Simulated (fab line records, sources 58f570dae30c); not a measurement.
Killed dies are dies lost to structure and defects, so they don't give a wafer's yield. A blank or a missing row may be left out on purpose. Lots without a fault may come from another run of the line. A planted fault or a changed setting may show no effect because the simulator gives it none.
Which tool did it? | flow berkeley_cmos170 | 7 lots, 21 wafers sampled, at 1 step of a route of 331

WHAT THE GAUGES READ, wafer by wafer
UCB170_V2_THK_MEAS_04.
lot  | measured     | on            | V2_POLISHED_THK (nm)
L939 | day 7 21:17  | film_metro-03 | 998.9 1000.3 1000.3
L943 | day 8 14:03  | film_metro-04 | 1002.2 1002.1 1002.4
L944 | day 8 20:59  | film_metro-01 | 1000.2 1000.5 998.0
L950 | day 10 09:59 | film_metro-01 | 1000.7 999.2 1001.5
L954 | day 10 15:23 | film_metro-01 | 1000.0 1001.6 999.7
L959 | day 11 19:26 | film_metro-04 | 1002.1 1001.2 999.9
L961 | day 12 04:41 | film_metro-01 | 1001.9 1001.3 1003.0

WHICH TOOL RAN EACH LOT (tool, then ch and the chambers of the sampled wafers, then the start)
The record holds no process step before these readings.

THE ANSWER, worked out from the rows above alone
Rule: what is usual is taken from the lots themselves. Put in order of their means at a reading, lots are off if they are a third of the lots or fewer, leave a main group of 4 or more, and stand apart from it by a gap of 3 or more times the standard deviation of the main group's means; of several such gaps the widest counts. A main group whose means are all the same, to the digits that the tables above print for the reading, isn't used. A lot without any number at a reading at which 4 lots or more have one is off too. The other lots that the step has rows for count as sound.
No lot is off at any reading shown: from this, nothing can be told.

WHAT THE SIMULATOR HAD PUT IN
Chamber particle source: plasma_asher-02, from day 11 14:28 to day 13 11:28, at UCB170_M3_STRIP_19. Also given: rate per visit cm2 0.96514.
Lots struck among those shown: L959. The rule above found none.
